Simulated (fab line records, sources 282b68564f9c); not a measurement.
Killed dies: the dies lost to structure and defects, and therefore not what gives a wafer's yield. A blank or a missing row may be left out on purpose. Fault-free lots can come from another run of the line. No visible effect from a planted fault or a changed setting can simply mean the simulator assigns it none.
Problem report in the 8D (eight disciplines) form, filled by code	flow rit cmos	the parts of the form that need people (team, actions taken, sign-off) are left out

## 1. PROBLEM STATEMENT
GATE_POLY_THK at RIT_GATE_THK_MEAS_09 reads a mean of 223.2 nm on 6 wafers of 2 lots; wafers without a fault read 250.6 nm with a standard deviation of 2.1. Relative to the usual mean, that is a shift of -13 standard deviations.
Earliest sighting: wafer L415.1 on film metro-02 at day 4 03:04. At this step, 42 wafers from 14 lots have a number in the record. By rule, "out" or "out of limits" means more than 4 standard deviations away from the usual mean. The rest of the wafers with a number are treated as sound.

## 2. WHAT THIS IS AND IS NOT
question	is	is not
which readings at this step	GATE_POLY_THK	-
which lots	L415, L416	L408, L409, L410, L411, L412, L422, L423, L424, L425, L427, L428, L430
which wafers of those lots	all that have a number	-
read on which gauges	film metro-01, film metro-02	film metro-03
when	from day 4 03:04	up to then (15 sound wafers); but 21 sound wafers of L422, L423, L424, L425, L427, L428, L430 came after

## 3. WHAT RULES OUT EACH SUSPECT
Counting: a tool stays on the suspect list if, at a process step up to the reading, it processed all lots that are out and no sound lot following the first of them.
- the gauge at RIT_GATE_THK_MEAS_09 is ruled out. 2 gauges (film metro-01, film metro-02) read the wafers that are out.
- lpcvd-01 at RIT_GATE_CVD_08 (deposits poly-Si from SiH4, target thk 250 nm, time 2220 s): ruled out as a lasting fault. Sound lots L430 ran on it after its first lot that is out, L415 (day 4 01:26).
Left after counting: nothing in the record.

## 4. THE CAUSE (what the simulator had put in)
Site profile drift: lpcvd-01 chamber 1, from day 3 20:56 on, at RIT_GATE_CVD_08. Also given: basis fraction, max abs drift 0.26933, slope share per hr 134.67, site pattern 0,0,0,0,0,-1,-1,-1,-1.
It was ruled out by counting, in error; the rule expects a fault to strike all lots run on its tool from its start on, and this fault did not.

## 5. SEQUENCE OF EFFECTS, ordered by route
Each row: a reading whose mean over the struck wafers that have a number lies more than 3 standard deviations from the usual. Readings are gone through only where the record gives a usual standard deviation; hours: the median, over the lots, of the time from a lot's start at the first step in this table giving one to that lot's start at this step; sigmas: the change measured in usual standard deviations.
hours	step	reading	usual	on struck wafers	change	sigmas
0	RIT_GATE_THK_MEAS_09	GATE_POLY_THK	250.6 nm	223.2	-27.4	-13
5	RIT_GATE_ETCH_19	oes product au	0.848 a.u.	0.786	-0.062	-4.1
Process steps it contains:
- RIT_GATE_ETCH_19: etches poly-Si in SF6/CHF3/O2, stops on SiO2, time 165 s, target depth 312.5 nm.

## 6. HOW IT WOULD HAVE BEEN CAUGHT EARLIER
The first out-of-limits reading at a measuring or inspecting step in this record came at day 4 03:04, 6 hours after the fault's start at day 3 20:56.
An alarm limit of 4 standard deviations would not have fired on the tool readings at RIT_GATE_CVD_08 for which the record gives a usual standard deviation, since none of them was out on any struck wafer.
